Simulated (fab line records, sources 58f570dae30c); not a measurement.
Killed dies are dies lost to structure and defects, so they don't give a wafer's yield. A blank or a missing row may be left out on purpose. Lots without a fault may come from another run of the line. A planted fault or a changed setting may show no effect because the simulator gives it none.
A struck lot beside a sound one | flow berkeley_cmos170 | 26 steps out of a route of 331
Sound: wafers L419.4, L419.5, L419.6. Struck: wafers L429.3, L429.4, L429.6. The cause comes at the end.
At each step with rows: each side's tool, then ch and its chambers, then its first start. Under that, the readings that differ: sound wafers | struck wafers | difference of the means | sigmas: that difference in standard deviations of wafers without a fault.
alike: readings whose means differ by less than 2 such deviations, and words and numbers that are the same on both sides. not compared: withheld readings, readings that some wafer has no value for, bounds like >300 that may hide the same value, and numbers for which the record gives no deviation and whose values overlap.
The two part at a step that has a row with sigmas, a row that says differs or no value, or rows on one side only. Numbers that don't overlap but have no deviation are shown without sigmas and don't part them. A reading that every wafer of one side lacks parts them only if that side has two wafers or more.

first, 3 steps without rows for these wafers: UCB170_M1_EXPOSE_06 (exposes mask METAL1, target cd 700 nm); UCB170_M1_PEB_07; UCB170_M1_DEVELOP_08 (develop time 45 s).
UCB170_M1_CD_MEAS_09: target cd 700 nm.
  sound on cd_sem-01, day 8 14:06; struck on cd_sem-01, day 10 20:01
  reading    | sound             | struck            | difference | sigmas
  cd_nm (nm) | 696.3 698.0 697.4 | 702.3 702.9 701.2 | +4.9       | +3
UCB170_M1_OVL_MEAS_10:
  sound on overlay-02, day 8 14:11; struck on overlay-02, day 10 20:07
  alike: M1_OVL
UCB170_M1_ETCH_11: etches BARC in N2/H2.
  sound on rie_diel-01 ch 0,1,3, day 8 14:12; struck on rie_diel-01 ch 0,1,3, day 10 20:08
  alike: chamber_pressure_mTorr, drypump_motor_current_A, oes_product_au, rf_fwd_power_W, throttle_valve_pct
UCB170_M1_METAL_ETCH_12: etches Al in Cl2/BCl3, stops on PSG, target depth 780 nm, time 130 s.
  sound on rie_metal-03 ch 0,1, day 8 14:17; struck on rie_metal-01 ch 1, day 10 20:16
  reading               | sound             | struck            | difference | sigmas
  oes_product_au (a.u.) | 0.836 0.844 0.851 | 0.883 0.894 0.868 | +0.038     | +2
  alike: chamber_pressure_mTorr, drypump_motor_current_A, rf_fwd_power_W, throttle_valve_pct
  not compared: rf_hours_counter_h
UCB170_M1_STRIP_13: strips in O2.
  sound on plasma_asher-04 ch 0,1, day 8 14:25; struck on plasma_asher-03 ch 0,1, day 10 20:29
  alike: chamber_pressure_mTorr, drypump_motor_current_A, oes_product_au
  not compared: rf_hours_counter_h
UCB170_M1_CD_MEAS_90: target cd 700 nm.
  sound on cd_sem-01, day 8 14:32; struck on cd_sem-01, day 10 20:35
  reading    | sound       | struck      | difference | sigmas
  cd_nm (nm) | 695 696 694 | 707 708 706 | +12        | +3
then, 1 step without rows for these wafers: UCB170_M1_ANNEAL_14 (time 1200 s).
UCB170_V1_CVD_00: deposits SiO2 from TEOS/O2, target thk 2000 nm, time 250 s.
  sound on pecvd-04 ch 0,1,2, day 8 18:45; struck on pecvd-02 ch 0,2, day 10 22:00
  alike: heater_power_w, pressure_mtorr, rf_fwd_power_W
UCB170_V1_THK_MEAS_01:
  sound on film_metro-03, day 8 18:52; struck on film_metro-01, day 10 22:10
  alike: V1_TEOS_THK
UCB170_V1_CMP_02: polishes SiO2.
  sound on cmp-01 ch 1,2, day 8 18:56; struck on cmp-02 ch 0,2,3, day 10 22:19
  no value came back on the struck wafers for edge_zone_pressure_frac, head_pressure_psi (psi), motor_current_A (A), platen_rpm (rpm); on the sound wafers edge_zone_pressure_frac reads 1.002 1.004 1.004
  reading                             | sound           | struck         | difference | sigmas
  model.SiO2_of_V1_CVD_00.thk_nm (nm) | 1000 999.9 1003 | 2006 2033 1990 | +1009      |
UCB170_V1_BOW_MEAS_03:
  sound on film_metro-02, day 8 19:15; struck on film_metro-03, day 10 22:33
  reading     | sound    | struck   | difference | sigmas
  V1_BOW (um) | 20 17 21 | 51 42 37 | +24        | +3
UCB170_V1_THK_MEAS_04:
  sound on film_metro-02, day 8 19:20; struck on film_metro-03, day 10 22:39
  reading              | sound              | struck               | difference | sigmas
  V1_POLISHED_THK (nm) | 999.7 999.7 1002.4 | 2006.4 2033.4 1992.6 | +1010.2    | +99 or more
then, 7 steps without rows for these wafers: UCB170_V1_CLEAN_05 (cleans in DIW); UCB170_V1_HMDS_06 (prime time 60 s); UCB170_V1_COAT_07 (resist thk 900 nm); UCB170_V1_SOFTBAKE_08 (time 60 s); UCB170_V1_EXPOSE_09 (exposes mask VIA1, target cd 700 nm); UCB170_V1_PEB_10; UCB170_V1_DEVELOP_11 (develop time 45 s).
UCB170_V1_CD_MEAS_12: target cd 700 nm.
  sound on cd_sem-01, day 8 21:26; struck on cd_sem-01, day 11 01:47
  alike: cd_nm
UCB170_V1_OVL_MEAS_13:
  sound on overlay-01, day 8 21:31; struck on overlay-02, day 11 01:53
  alike: V1_OVL
UCB170_V1_ETCH_14: etches SiO2 in CHF3/CF4/Ar, stops on Al, target depth 1250 nm, time 291 s.
  sound on rie_diel-04 ch 0,1, day 8 21:32; struck on rie_diel-02 ch 0,1,2, day 11 01:55
  reading                        | sound             | struck            | difference | sigmas
  oes_product_au (a.u.)          | 0.852 0.867 0.858 | 1.633 1.521 1.573 | +0.717     | +65
  model.etch.depth_nm (nm)       | 1000 999.9 1003   | 1269 1189 1232    | +229       |
  model.V1.feature_depth_nm (nm) | 1000 1000 1003    | 1269 1189 1232    | +229       |
  alike: chamber_pressure_mTorr, drypump_motor_current_A, mfc_ar_sccm, rf_fwd_power_W, throttle_valve_pct
  not compared: rf_hours_counter_h
UCB170_V1_STRIP_15: strips in O2.
  sound on plasma_asher-04 ch 0,1, day 8 21:45; struck on plasma_asher-04 ch 0,1, day 11 02:07
  alike: chamber_pressure_mTorr, drypump_motor_current_A, oes_product_au, strip_time_to_endpoint_s
  not compared: rf_hours_counter_h

WHERE THEY PART
First at UCB170_M1_CD_MEAS_09; last, within this record, at UCB170_V1_ETCH_14. Later steps at which nothing parts them and some readings are alike: UCB170_V1_STRIP_15.

WHY: what the simulator had put in
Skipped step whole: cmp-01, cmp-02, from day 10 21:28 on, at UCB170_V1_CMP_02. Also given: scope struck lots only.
